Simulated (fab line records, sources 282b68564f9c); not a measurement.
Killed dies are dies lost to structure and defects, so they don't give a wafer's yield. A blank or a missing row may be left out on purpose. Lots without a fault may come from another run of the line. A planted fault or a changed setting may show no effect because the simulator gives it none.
A struck lot beside a sound one | flow rit_cmos | 15 steps out of a route of 202
Sound: wafers L133.1, L133.3, L133.4. Struck: wafers L135.3, L135.5, L135.6. The cause comes at the end.
At each step with rows: each side's tool, then ch and its chambers, then its first start. Under that, the readings that differ: sound wafers | struck wafers | difference of the means | sigmas: that difference in standard deviations of wafers without a fault.
alike: readings whose means differ by less than 2 such deviations, and words and numbers that are the same on both sides. not compared: withheld readings, readings that some wafer has no value for, bounds like >300 that may hide the same value, and numbers for which the record gives no deviation and whose values overlap.
The two part at a step that has a row with sigmas, a row that says differs or no value, or rows on one side only. Numbers that don't overlap but have no deviation are shown without sigmas and don't part them. A reading that every wafer of one side lacks parts them only if that side has two wafers or more.

RIT_SILICIDE_RS_MEAS_02: measures by four-point-probe.
  sound on film_metro-04, day 7 03:47; struck on film_metro-03, day 7 14:14
  alike: SILICIDE_TI_RS
RIT_SILICIDE_THK_MEAS_03: measures by xrf.
  sound on film_metro-04, day 7 03:54; struck on film_metro-03, day 7 14:20
  alike: SILICIDE_TI_THK
RIT_SILICIDE_RTA_04: time 10 s, ramp up 5 s, ramp down 5 s.
  sound on rtp_anneal-01 ch 0, day 7 03:58; struck on rtp_anneal-01 ch 0, day 7 14:23
  alike: wafer_temp_C_max
then, 1 step without rows for these wafers: RIT_SILICIDE_WET_ETCH_05 (etches Ti in SPM, time 120 s).
RIT_SILICIDE_RTA_06: time 10 s, ramp up 5 s, ramp down 10 s.
  sound on rtp_anneal-02 ch 0, day 7 04:04; struck on rtp_anneal-02 ch 0, day 7 14:30
  alike: wafer_temp_C_max
RIT_CONTACT_CVD_00: deposits SiO2 from TEOS, target thk 400 nm, time 61 s.
  sound on pecvd-04 ch 1,2, day 7 04:08; struck on pecvd-03 ch 0,1, day 7 14:33
  alike: heater_power_w
RIT_CONTACT_THK_MEAS_01:
  sound on film_metro-03, day 7 04:11; struck on film_metro-01, day 7 14:37
  alike: CONTACT_TEOS_THK
then, 5 steps without rows for these wafers: RIT_CONTACT_HMDS_02 (prime time 60 s); RIT_CONTACT_COAT_03 (resist thk 1000 nm); RIT_CONTACT_SOFTBAKE_04 (time 60 s); RIT_CONTACT_EXPOSE_05 (exposes mask M11, target cd 1000 nm); RIT_CONTACT_PEB_06.
RIT_CONTACT_DEVELOP_07: develop time 120 s.
  sound on litho_track-04 ch 0, day 7 05:00; struck on litho_track-03 ch 0, day 7 15:00
  reading              | sound             | struck            | difference | sigmas
  developer_temp_C (C) | 22.99 23.06 22.95 | 23.69 23.70 23.68 | +0.69      | +7
RIT_CONTACT_CD_MEAS_08: target cd 1000 nm.
  sound on cd_sem-01, day 7 05:23; struck on cd_sem-02, day 7 15:52
  alike: cd_nm
RIT_M1_PROBE_99:
  sound on prober-02, day 7 10:53; struck on prober-02, day 7 21:14
  alike: killed_at_front_end, killed_dies, killed_open, killed_short

WHERE THEY PART
Only at RIT_CONTACT_DEVELOP_07, within this record. Later steps at which nothing parts them and some readings are alike: RIT_CONTACT_CD_MEAS_08, RIT_M1_PROBE_99.

WHY: what the simulator had put in
Process parameter drift: litho_track-03, from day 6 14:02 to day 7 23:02, at RIT_CONTACT_DEVELOP_07. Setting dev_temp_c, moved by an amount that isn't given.
